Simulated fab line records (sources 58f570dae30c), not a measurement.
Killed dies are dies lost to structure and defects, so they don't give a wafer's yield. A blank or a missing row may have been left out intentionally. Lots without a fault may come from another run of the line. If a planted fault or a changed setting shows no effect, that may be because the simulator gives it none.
Which of the tools did it?	flow berkeley_cmos170	14 lots with 42 wafers sampled at 6 steps, on a route of 331 steps

## WHAT EACH GAUGE READ, for each wafer
UCB170_NLDD_TW_MEAS_11.
lot	measured	on	NLDD_TW
L349	day 5 19:45	film_metro-01	2245 2247 2247
L350	day 6 05:59	film_metro-01	2238 2244 2248
L351	day 6 19:40	film_metro-04	2197 2192 2179
L354	day 7 03:28	film_metro-01	2242 2245 2226
L357	day 7 03:53	film_metro-01	2218 2238 2223
L356	day 7 04:38	film_metro-04	2183 2181 2180
L359	day 8 03:14	film_metro-04	2198 2199 2196
L361	day 8 11:38	film_metro-04	2197 2173 2202
L362	day 8 22:49	film_metro-04	2196 2203 2203
L364	day 9 13:11	film_metro-01	2366 2361 2363
L366	day 9 21:40	film_metro-03	2200 2203 2209
L368	day 10 02:01	film_metro-03	2341 2330 2336
L369	day 10 10:27	film_metro-01	2250 2237 2247
L370	day 10 10:41	film_metro-03	2225 2224 2225

UCB170_SPACER_THK_MEAS_01.
lot	measured	on	SPACER_TEOS_THK (nm)
L349	day 5 21:37	film_metro-02	377 371 384
L350	day 6 06:16	film_metro-04	368 374 376
L351	day 6 19:56	film_metro-04	371 375 378
L354	day 7 03:45	film_metro-04	374 378 382
L357	day 7 04:13	film_metro-03	368 373 376
L356	day 7 04:55	film_metro-03	366 366 369
L359	day 8 03:32	film_metro-02	380 384 388
L361	day 8 11:55	film_metro-02	367 370 377
L362	day 8 23:10	film_metro-02	375 379 380
L364	day 9 13:46	film_metro-02	366 370 373
L366	day 10 00:12	film_metro-03	380 389 380
L368	day 10 02:41	film_metro-03	371 374 372
L369	day 10 10:44	film_metro-02	378 378 387
L370	day 10 10:58	film_metro-03	374 383 377

UCB170_PSD_OVL_MEAS_07.
lot	measured	on	PSD_OVL (nm)
L349	day 6 04:05	overlay-01	-9 -6 -6
L350	day 6 12:02	overlay-02	-5 1 -8
L351	day 7 00:59	overlay-01	-9 -6 -9
L354	day 7 09:49	overlay-02	-6 -18 -19
L357	day 7 09:59	overlay-01	3 6 9
L356	day 7 10:13	overlay-02	8 1 7
L359	day 8 09:50	overlay-02	-2 -3 -8
L361	day 8 18:28	overlay-02	-2 -5 -9
L362	day 9 05:55	overlay-01	0 7 6
L364	day 9 18:39	overlay-02	-4 -10 -1
L366	day 10 05:04	overlay-01	1 -4 -3
L368	day 10 06:40	overlay-02	4 -2 -1
L369	day 10 16:52	overlay-02	2 -7 1
L370	day 10 17:09	overlay-01	-10 -9 -6

UCB170_SDANNEAL_RS_MEAS_05: the measuring method here is four-point-probe.
lot	measured	on	NLDD_RS (ohm/sq)
L349	day 6 10:34	film_metro-03	616.7 616.1 616.4
L350	day 6 15:59	film_metro-04	617.2 616.3 616.4
L351	day 7 04:32	film_metro-01	615.7 616.1 615.2
L354	day 7 13:37	film_metro-04	615.6 616.5 615.5
L357	day 7 14:07	film_metro-01	618.3 617.0 617.0
L356	day 7 14:13	film_metro-04	618.4 618.2 617.5
L359	day 8 13:37	film_metro-03	617.8 617.0 615.3
L361	day 8 22:01	film_metro-03	618.9 619.1 617.9
L362	day 9 09:34	film_metro-01	616.5 614.9 615.6
L364	day 10 00:37	film_metro-01	540.2 540.4 539.4
L366	day 10 11:20	film_metro-01	617.4 619.3 618.0
L368	day 10 11:33	film_metro-03	539.5 540.0 540.2
L369	day 10 22:31	film_metro-03	614.7 617.5 618.7
L370	day 10 22:53	film_metro-01	613.6 613.7 614.6

## WHICH TOOL RAN EACH LOT (tool, then ch and the chambers of the sampled wafers, then the start)
lot	UCB170_NLDD_IMPLANT_09	UCB170_SPACER_CVD_00
L349	implanter-04 ch 0, day 5 19:30	pecvd-02 ch 1,2, day 5 21:35
L350	implanter-04 ch 0, day 6 05:45	pecvd-03 ch 0,1,2, day 6 06:13
L351	implanter-04 ch 0, day 6 19:25	pecvd-03 ch 0,1,2, day 6 19:54
L354	implanter-04 ch 0, day 7 03:13	pecvd-03 ch 0,1, day 7 03:42
L357	implanter-02 ch 0, day 7 03:40	pecvd-01 ch 0,1, day 7 04:08
L356	implanter-02 ch 0, day 7 04:01	pecvd-01 ch 0,1,2, day 7 04:53
L359	implanter-02 ch 0, day 8 03:01	pecvd-03 ch 0,1,2, day 8 03:29
L361	implanter-04 ch 0, day 8 11:23	pecvd-01 ch 1,2, day 8 11:52
L362	implanter-04 ch 0, day 8 22:34	pecvd-02 ch 0,1,2, day 8 23:07
L364	implanter-04 ch 0, day 9 12:56	pecvd-03 ch 0,1,2, day 9 13:43
L366	implanter-02 ch 0, day 9 21:21	pecvd-02 ch 0,1, day 10 00:08
L368	implanter-04 ch 0, day 10 01:46	pecvd-01 ch 0,1,2, day 10 02:38
L369	implanter-02 ch 0, day 10 10:13	pecvd-03 ch 0,2, day 10 10:41
L370	implanter-03 ch 0, day 10 10:28	pecvd-01 ch 1,2, day 10 10:55
- UCB170_NLDD_IMPLANT_09
- UCB170_SPACER_CVD_00: deposits SiO2 from TEOS/O2, target thk 376 nm, time 47 s.

## AS READ BY THE TOOLS THEMSELVES (means over the sampled wafers that have a number; for cases with no such wafer, the mark the record gives instead)
UCB170_NLDD_IMPLANT_09.
lot	tool	dose_ions_cm2	faraday_current_uA
L349	implanter-04	4.993e+13	154
L350	implanter-04	4.995e+13	161
L351	implanter-04	5.000e+13	159
L354	implanter-04	5.001e+13	158
L357	implanter-02	5.001e+13	160
L356	implanter-02	5.006e+13	158
L359	implanter-02	4.998e+13	158
L361	implanter-04	4.995e+13	157
L362	implanter-04	4.999e+13	161
L364	implanter-04	7.110e+13	224
L366	implanter-02	4.995e+13	162
L368	implanter-04	7.109e+13	226
L369	implanter-02	4.997e+13	159
L370	implanter-03	4.997e+13	160

UCB170_SPACER_CVD_00.
lot	tool	heater_power_w (W)
L349	pecvd-02	252
L350	pecvd-03	255
L351	pecvd-03	227
L354	pecvd-03	254
L357	pecvd-01	283
L356	pecvd-01	271
L359	pecvd-03	251
L361	pecvd-01	268
L362	pecvd-02	275
L364	pecvd-03	263
L366	pecvd-02	290
L368	pecvd-01	258
L369	pecvd-03	283
L370	pecvd-01	239

## THE ANSWER, worked out from the rows above alone
Rule: usual is defined by the lots themselves. Put in order of their means at a reading, lots are off if they are a third of the lots or fewer, leave a main group of 4 or more, and stand apart from it by a gap of 3 or more times the standard deviation of the main group's means; of several such gaps the widest counts. A main group whose means are all the same, to the digits that the tables above print for the reading, isn't used. Also off: a lot with no number at a reading for which 4 or more lots have one. The other lots that the step has rows for count as sound. After the gauges, taken in route order, come the tools' own readings; for these a lot's mean is taken, as printed above. The first step at which some lot is off is used, and at that step the reading that is off furthest; a lot without a number counts as furthest.
Off: L364, L368, seen at UCB170_NLDD_TW_MEAS_11 (NLDD_TW). The main group has a mean of 2216 with a standard deviation of 23.
A tool fits if, at a process step before that reading, it ran every lot that is off, and no sound lot after the first of them. The gauges at UCB170_NLDD_TW_MEAS_11 aren't tried: what is off there is off at UCB170_NLDD_IMPLANT_09 too, on other tools, and a gauge's error can't cause that. One candidate fits, namely implanter-04 at UCB170_NLDD_IMPLANT_09. Its last sound lot is L362 (day 8 22:34), its first lot that is off L364 (day 9 12:56): a fault that began between those two fits.
The tool's own readings at UCB170_NLDD_IMPLANT_09 bear it out: on the lots that are off they differ by more than 5 times the standard deviation of the sound lots' means. dose_ions_cm2 reads 7.110e+13 there against 4.998e+13 on the sound lots; faraday_current_uA reads 225 there against 159 on the sound lots.

## WHAT THE SIMULATOR PUT IN
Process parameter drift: implanter-04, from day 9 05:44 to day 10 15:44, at UCB170_NLDD_IMPLANT_09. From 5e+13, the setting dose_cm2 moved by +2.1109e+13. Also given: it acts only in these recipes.
Struck lots among those shown: L364, L368. Same finding as the rule above.
